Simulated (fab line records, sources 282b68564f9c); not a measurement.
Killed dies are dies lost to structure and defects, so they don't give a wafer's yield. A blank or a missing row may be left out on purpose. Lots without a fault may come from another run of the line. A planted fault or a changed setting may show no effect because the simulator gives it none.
A struck lot beside a sound one | flow rit_cmos | 44 steps out of a route of 202
Sound: wafers L779.1, L779.3, L779.4. Struck: wafers L789.2, L789.3, L789.4. The cause comes at the end.
At each step with rows: each side's tool, then ch and its chambers, then its first start. Under that, the readings that differ: sound wafers | struck wafers | difference of the means | sigmas: that difference in standard deviations of wafers without a fault.
alike: readings whose means differ by less than 2 such deviations, and words and numbers that are the same on both sides. not compared: withheld readings, readings that some wafer has no value for, bounds like >300 that may hide the same value, and numbers for which the record gives no deviation and whose values overlap.
The two part at a step that has a row with sigmas, a row that says differs or no value, or rows on one side only. Numbers that don't overlap but have no deviation are shown without sigmas and don't part them. A reading that every wafer of one side lacks parts them only if that side has two wafers or more.

first, 4 steps without rows for these wafers: RIT_PLDD_SOFTBAKE_02 (time 60 s); RIT_PLDD_EXPOSE_03 (exposes mask M8, target cd 40900 nm); RIT_PLDD_PEB_04; RIT_PLDD_DEVELOP_05 (develop time 50 s).
RIT_PLDD_OVL_MEAS_06:
  sound on overlay-02, day 5 03:49; struck on overlay-02, day 7 16:08
  alike: PLDD_OVL
then, 2 steps without rows for these wafers: RIT_PLDD_HARDBAKE_07 (time 60 s); RIT_PLDD_IMPLANT_08.
RIT_PLDD_STRIP_09: strips in O2, time 180 s.
  sound on plasma_asher-04 ch 0,1, day 5 04:09; struck on plasma_asher-04 ch 0,1, day 7 16:28
  alike: drypump_motor_current_A
  not compared: rf_hours_counter_h
RIT_PLDD_TW_MEAS_10:
  sound on film_metro-01, day 5 04:20; struck on film_metro-03, day 7 16:39
  alike: PLDD_TW
then, 3 steps without rows for these wafers: RIT_SPACER_CLEAN_00 (cleans in SC1, time 600 s); RIT_SPACER_CLEAN_01 (cleans in dHF, time 30 s); RIT_SPACER_CLEAN_02 (cleans in SC2, time 600 s).
RIT_SPACER_CVD_03: deposits Si3N4 from SiH2Cl2/NH3, target thk 250 nm, time 3300 s.
  sound on lpcvd-02 ch 1, day 5 04:45; struck on lpcvd-02 ch 0, day 7 17:05
  reading                                  | sound             | struck            | difference | sigmas
  spike_tc_centre_C (C)                    | 814.1 815.1 815.4 | 825.7 822.7 824.5 | +9.4       | +7
  model.Si3N4_of_SPACER_CVD_03.thk_nm (nm) | 250.5 251.2 251.9 | 255.5 258.7 264.4 | +8.3       |
  alike: sih2cl2_flow_sccm
RIT_SPACER_THK_MEAS_04:
  sound on film_metro-03, day 5 06:40; struck on film_metro-03, day 7 19:01
  reading                 | sound             | struck            | difference | sigmas
  SPACER_NITRIDE_THK (nm) | 250.6 251.2 251.8 | 255.5 258.5 264.4 | +8.3       | +4
RIT_SPACER_ETCHBACK_05: etches Si3N4 in SF6/CHF3, stops on SiO2, target depth 250 nm, time 240 s.
  sound on rie_diel-04 ch 1,2,3, day 5 06:44; struck on rie_diel-03 ch 0,1,3, day 7 19:04
  reading                  | sound             | struck            | difference | sigmas
  model.etch.depth_nm (nm) | 250.5 251.2 251.9 | 255.5 258.7 264.4 | +8.3       |
  alike: drypump_motor_current_A, oes_product_au, throttle_valve_pct
  not compared: rf_hours_counter_h
then, 6 steps without rows for these wafers: RIT_NSD_HMDS_00 (prime time 60 s); RIT_NSD_COAT_01 (resist thk 1000 nm); RIT_NSD_SOFTBAKE_02 (time 60 s); RIT_NSD_EXPOSE_03 (exposes mask M9, target cd 40700 nm); RIT_NSD_PEB_04; RIT_NSD_DEVELOP_05 (develop time 50 s).
RIT_NSD_OVL_MEAS_06:
  sound on overlay-01, day 5 07:51; struck on overlay-01, day 7 20:04
  alike: NSD_OVL
then, 2 steps without rows for these wafers: RIT_NSD_HARDBAKE_07 (time 60 s); RIT_NSD_IMPLANT_08.
RIT_NSD_STRIP_09: strips in O2, time 180 s.
  sound on plasma_asher-01 ch 0,1, day 5 08:11; struck on plasma_asher-02 ch 0,1, day 7 20:24
  alike: drypump_motor_current_A
  not compared: rf_hours_counter_h
RIT_NSD_TW_MEAS_10:
  sound on film_metro-01, day 5 08:22; struck on film_metro-01, day 7 20:35
  alike: NSD_TW
then, 6 steps without rows for these wafers: RIT_PSD_HMDS_00 (prime time 60 s); RIT_PSD_COAT_01 (resist thk 1000 nm); RIT_PSD_SOFTBAKE_02 (time 60 s); RIT_PSD_EXPOSE_03 (exposes mask M10, target cd 40900 nm); RIT_PSD_PEB_04; RIT_PSD_DEVELOP_05 (develop time 50 s).
RIT_PSD_OVL_MEAS_06:
  sound on overlay-02, day 5 09:33; struck on overlay-02, day 7 21:29
  alike: PSD_OVL
then, 2 steps without rows for these wafers: RIT_PSD_HARDBAKE_07 (time 60 s); RIT_PSD_IMPLANT_08.
RIT_PSD_STRIP_09: strips in O2, time 180 s.
  sound on plasma_asher-01 ch 0,1, day 5 09:53; struck on plasma_asher-03 ch 0,1, day 7 21:49
  alike: drypump_motor_current_A
  not compared: rf_hours_counter_h
RIT_PSD_TW_MEAS_10:
  sound on film_metro-01, day 5 10:04; struck on film_metro-04, day 7 22:01
  alike: PSD_TW
then, 3 steps without rows for these wafers: RIT_SDANNEAL_CLEAN_00 (cleans in SC1, time 600 s); RIT_SDANNEAL_CLEAN_01 (cleans in dHF, time 30 s); RIT_SDANNEAL_CLEAN_02 (cleans in SC2, time 600 s).
RIT_SDANNEAL_RTA_03: time 5 s.
  sound on rtp_anneal-01 ch 0, day 5 10:36; struck on rtp_anneal-01 ch 0, day 7 22:29
  alike: anneal_temp_c_max, wafer_temp_C_max
RIT_SDANNEAL_RS_MEAS_04: measures by four-point-probe.
  sound on film_metro-03, day 5 10:40; struck on film_metro-01, day 7 22:34
  alike: PSD_RS
RIT_SILICIDE_WET_ETCH_00: etches SiO2 in BOE, target depth 14 nm, time 15 s.
  sound on wet_bench-02 ch 1, day 5 11:08; struck on wet_bench-04 ch 1, day 7 23:01
  reading                                  | sound             | struck            | difference | sigmas
  model.Si3N4_of_SPACER_CVD_03.thk_nm (nm) | 194.5 195.4 194.6 | 196.2 199.9 206.8 | +6.1       |
then, 1 step without rows for these wafers: RIT_M1_PROBE_99.

WHERE THEY PART
First at RIT_SPACER_CVD_03; last, within this record, at RIT_SPACER_THK_MEAS_04. Later steps at which nothing parts them and some readings are alike: RIT_SPACER_ETCHBACK_05, RIT_NSD_OVL_MEAS_06, RIT_NSD_STRIP_09, RIT_NSD_TW_MEAS_10, RIT_PSD_OVL_MEAS_06, RIT_PSD_STRIP_09, RIT_PSD_TW_MEAS_10, RIT_SDANNEAL_RTA_03, RIT_SDANNEAL_RS_MEAS_04.

WHY: what the simulator had put in
Process parameter drift: lpcvd-02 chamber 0, from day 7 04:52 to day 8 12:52, at RIT_SPACER_CVD_03. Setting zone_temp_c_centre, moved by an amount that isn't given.
